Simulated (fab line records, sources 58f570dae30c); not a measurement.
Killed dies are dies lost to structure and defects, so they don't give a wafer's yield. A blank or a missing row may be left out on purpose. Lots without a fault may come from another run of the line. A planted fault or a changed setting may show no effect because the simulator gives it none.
A struck lot beside a sound one | flow berkeley_cmos170 | 14 steps out of a route of 331
Sound: wafers L836.2, L836.5, L836.6. Struck: wafers L838.2, L838.4, L838.6. The cause comes at the end.
At each step with rows: each side's tool, then ch and its chambers, then its first start. Under that, the readings that differ: sound wafers | struck wafers | difference of the means | sigmas: that difference in standard deviations of wafers without a fault.
alike: readings whose means differ by less than 2 such deviations, and words and numbers that are the same on both sides. not compared: withheld readings, readings that some wafer has no value for, bounds like >300 that may hide the same value, and numbers for which the record gives no deviation and whose values overlap.
The two part at a step that has a row with sigmas, a row that says differs or no value, or rows on one side only. Numbers that don't overlap but have no deviation are shown without sigmas and don't part them. A reading that every wafer of one side lacks parts them only if that side has two wafers or more.

first, 1 step without rows for these wafers: UCB170_GATE_CVD_04 (deposits poly-Si from SiH4, time 1440 s, target thk 214 nm).
UCB170_GATE_THK_MEAS_05:
  sound on film_metro-03, day 7 01:50; struck on film_metro-03, day 7 16:52
  alike: GATE_POLY_THK
then, 6 steps without rows for these wafers: UCB170_GATE_COAT_06; UCB170_GATE_COAT_07 (resist thk 900 nm); UCB170_GATE_SOFTBAKE_08 (time 60 s); UCB170_GATE_EXPOSE_09 (exposes mask POLY, target cd 350 nm); UCB170_GATE_PEB_10; UCB170_GATE_DEVELOP_11 (develop time 45 s).
UCB170_GATE_CD_MEAS_12: target cd 350 nm.
  sound on cd_sem-02, day 7 03:11; struck on cd_sem-01, day 7 18:05
  alike: cd_nm
UCB170_GATE_OVL_MEAS_13:
  sound on overlay-01, day 7 03:17; struck on overlay-02, day 7 18:12
  alike: GATE_OVL
UCB170_GATE_ETCH_14: etches BARC in N2/H2.
  sound on rie_diel-04 ch 0,1,2, day 7 03:19; struck on rie_diel-04 ch 2,3, day 7 18:14
  alike: drypump_motor_current_A, oes_product_au, rf_fwd_power_W, throttle_valve_pct
UCB170_GATE_ETCH_15: etches poly-Si in HBr/Cl2, stops on SiO2, time 56.3 s, target depth 278.2 nm.
  sound on rie_si-01 ch 0,3, day 7 03:22; struck on rie_si-01 ch 0,2,3, day 7 18:16
  alike: drypump_motor_current_A, oes_product_au, rf_fwd_power_W, throttle_valve_pct
  not compared: rf_hours_counter_h
UCB170_GATE_STRIP_16: strips in O2.
  sound on plasma_asher-04 ch 0,1, day 7 03:24; struck on plasma_asher-04 ch 0,1, day 7 18:19
  no value came back on the struck wafers for chamber_pressure_mTorr (mTorr), drypump_motor_current_A (A), oes_product_au (a.u.); on the sound wafers chamber_pressure_mTorr (mTorr) reads 3496 3498 3503
  reading                               | sound | struck            | difference | sigmas
  model.KrF_of_GATE_COAT_07.thk_nm (nm) | 0 0 0 | 772.3 770.4 773.2 | +772.0     |
  not compared: rf_hours_counter_h
UCB170_GATE_CD_MEAS_90: target cd 350 nm.
  sound on cd_sem-02, day 7 03:31; struck on cd_sem-02, day 7 18:26
  alike: cd_nm

WHERE THEY PART
Only at UCB170_GATE_STRIP_16, within this record. Later steps at which nothing parts them and some readings are alike: UCB170_GATE_CD_MEAS_90.

WHY: what the simulator had put in
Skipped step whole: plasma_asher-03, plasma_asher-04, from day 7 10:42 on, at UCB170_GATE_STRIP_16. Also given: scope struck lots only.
